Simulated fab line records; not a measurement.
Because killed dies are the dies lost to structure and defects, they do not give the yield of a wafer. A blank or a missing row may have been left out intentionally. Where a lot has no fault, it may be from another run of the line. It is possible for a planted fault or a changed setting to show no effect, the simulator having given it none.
Which of the tools did it? | flow rit_cmos | route of 202 steps, sampled at 1 step: 14 lots, 42 wafers

## WHAT THE GAUGES READ, wafer by wafer
No reading from a measuring or inspecting step in the record can be judged against a usual standard deviation.

## TOOL THAT RAN EACH LOT (tool first, then ch and the chambers of the sampled wafers, then the start)
lot  | RIT_NRETRO_COAT_01
L528 | litho_track-02 ch 0, day 2 05:08
L529 | litho_track-03 ch 0, day 2 14:19
L530 | litho_track-02 ch 0, day 2 16:42
L531 | litho_track-02 ch 0, day 2 20:43
L532 | litho_track-03 ch 0, day 3 01:08
L536 | litho_track-04 ch 0, day 3 21:18
L538 | litho_track-03 ch 0, day 4 06:18
L539 | litho_track-03 ch 0, day 4 13:34
L543 | litho_track-04 ch 0, day 5 07:54
L544 | litho_track-02 ch 0, day 5 12:12
L545 | litho_track-04 ch 0, day 5 18:28
L548 | litho_track-02 ch 0, day 6 09:08
L550 | litho_track-04 ch 0, day 6 18:09
L551 | litho_track-02 ch 0, day 7 00:05
- RIT_NRETRO_COAT_01: resist thk 1300 nm.

## WHAT THE TOOLS THEMSELVES READ (means of the sampled wafers that have a number; where no wafer has one, the mark that the record gives instead)
RIT_NRETRO_COAT_01.
lot  | tool           | dispense_pressure_kPa (kPa) | resist_line_temp_C (C) | spin_speed_rpm (rpm)
L528 | litho_track-02 | 50.2                        | 22.92                  | 1999.7
L529 | litho_track-03 | 49.3                        | 23.06                  | 2000.7
L530 | litho_track-02 | 50.2                        | 22.90                  | 1999.4
L531 | litho_track-02 | 50.2                        | 23.09                  | 1998.9
L532 | litho_track-03 | 49.2                        | 23.03                  | 1997.7
L536 | litho_track-04 | 49.5                        | 22.92                  | 1997.6
L538 | litho_track-03 | 49.3                        | 23.03                  | 1921.3
L539 | litho_track-03 | 49.3                        | 22.99                  | 1920.5
L543 | litho_track-04 | 49.5                        | 22.94                  | 1998.5
L544 | litho_track-02 | 50.2                        | 23.10                  | 2000.0
L545 | litho_track-04 | 49.5                        | 23.02                  | 1999.7
L548 | litho_track-02 | 50.2                        | 22.98                  | 2000.4
L550 | litho_track-04 | 49.5                        | 22.94                  | 1999.7
L551 | litho_track-02 | 50.2                        | 22.95                  | 2001.0

## THE ANSWER, worked out from the rows above alone
Rule: what is usual is taken from the lots themselves. The widest of any qualifying gaps counts: lots, ordered by their means at a reading, are off when they make up no more than a third of the lots, leave a main group of 4 or more, and stand apart from it by 3 or more times the standard deviation of that group's means. A main group whose means are all the same, to the digits that the tables above print for the reading, isn't used. A lot without any number at a reading at which 4 lots or more have one is off too. Any other lot the step has rows for is counted as sound. First the gauges in route order, then the tools' own readings, where a lot's mean is used as printed above. At the first step where some lot is off, the reading lying furthest off is the one used; lots without a number count as furthest.
Off: L538, L539, at RIT_NRETRO_COAT_01 (spin_speed_rpm). The main group: mean 1999.4 rpm, standard deviation 1.
If a tool, at that step or one of the process steps before it, ran each lot that is off and ran no sound lot following the first of them, it fits. One fits: litho_track-03 at RIT_NRETRO_COAT_01. Its last sound lot is L532 (day 3 01:08), its first lot that is off L538 (day 4 06:18): a fault that began between those two fits.
On the lots that are off, the tool's own readings at RIT_NRETRO_COAT_01 differ by more than 5 times the standard deviation of the sound lots' means, which bears it out; spin_speed_rpm reads 1920.9 rpm there versus 1999.4 rpm on the sound lots.

## WHAT WAS PUT IN BY THE SIMULATOR
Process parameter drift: litho_track-03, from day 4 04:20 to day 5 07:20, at RIT_NRETRO_COAT_01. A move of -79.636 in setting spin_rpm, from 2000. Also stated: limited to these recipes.
Struck lots among those shown: L538, L539. This agrees with what the rule above found.
